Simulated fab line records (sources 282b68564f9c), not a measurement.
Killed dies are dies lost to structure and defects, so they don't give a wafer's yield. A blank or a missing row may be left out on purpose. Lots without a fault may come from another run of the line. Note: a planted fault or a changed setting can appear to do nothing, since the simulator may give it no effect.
Struck lot and sound lot, side by side	flow rit-cmos	14 out of 202 route steps
Sound: the wafers L757.1, L757.2, L757.4. The struck wafers were L772.2, L772.3, L772.5. At the end, the cause is stated.
Order at every step that has rows: each side's tool, ch and its chambers, its first start. Under that, the readings that differ: sound wafers	struck wafers	difference of the means	sigmas: that difference in standard deviations of wafers without a fault.
alike: readings whose means differ by less than 2 such deviations, and words and numbers that are the same on both sides. not compared: withheld readings, readings that some wafer has no value for, bounds like >300 that may hide the same value, and numbers for which the record gives no deviation and whose values overlap.
A row with sigmas, a row that says differs or no value, or rows on one side alone: a step with any of these is where the two part. Non-overlapping numbers with no deviation appear without sigmas and do not part them. Lack of a reading on every wafer of one side parts them only where that side has two or more wafers.

RIT_PRETRO_OVL_MEAS_06:
  sound on overlay-02 at day 2 12:44; struck on overlay-02 at day 5 16:00
  alike: PRETRO_OVL
then, 2 steps without rows for these wafers: RIT_PRETRO_HARDBAKE_07 (time 120 s); RIT_PRETRO_IMPLANT_08.
RIT_PRETRO_STRIP_09: strips in O2, time 180 s.
  sound on plasma-asher-03 ch 0,1, day 2 13:10; struck on plasma-asher-03 ch 0,1, day 5 16:26
  alike: drypump-motor-current-A
  not compared: rf-hours-counter-h
RIT_PRETRO_TW_MEAS_10:
  sound on film-metro-02 at day 2 13:21; struck on film-metro-01 at day 5 16:37
reading	sound	struck	difference	sigmas
PRETRO_TW	475 476 477	483 482 484	+7	+2
then, 5 steps without rows for these wafers: RIT_GATE_WET_ETCH_00 (etches SiO2 in BOE, target depth 56 nm, time 60 s); RIT_GATE_CLEAN_01 (cleans in SC1, time 600 s); RIT_GATE_CLEAN_02 (cleans in dHF, time 30 s); RIT_GATE_CLEAN_03 (cleans in SC2, time 600 s); RIT_GATE_CLEAN_04 (cleans in dHF, time 60 s).
RIT_FOX2_THK_MEAS_91:
  sound on film-metro-02 at day 2 13:50; struck on film-metro-03 at day 5 17:07
  alike: FIELD_OXIDE_LEFT_2_THK
then, 1 step without rows for these wafers: RIT_GATE_OXIDATION_05 (target thk 3 nm, ox time 270 s).
RIT_GATE_ANNEAL_06: time 600 s.
  sound on furnace-03 ch 0, day 2 15:32; struck on furnace-04, day 5 18:14
  no value came back on the struck wafers for run-length-s (s), spike-tc-centre-C (C); on the sound wafers run-length-s (s) reads 874 874 874
RIT_GATE_THK_MEAS_07:
  sound on film-metro-01 at day 2 15:47; struck on film-metro-02 at day 5 18:29
  alike: GATE_OXIDE_THK

WHERE THEY PART
Last at RIT_GATE_ANNEAL_06 as far as this record goes, first at RIT_PRETRO_TW_MEAS_10. Later steps at which nothing parts them and some readings are alike: RIT_GATE_THK_MEAS_07.

WHY: what had been put in by the simulator
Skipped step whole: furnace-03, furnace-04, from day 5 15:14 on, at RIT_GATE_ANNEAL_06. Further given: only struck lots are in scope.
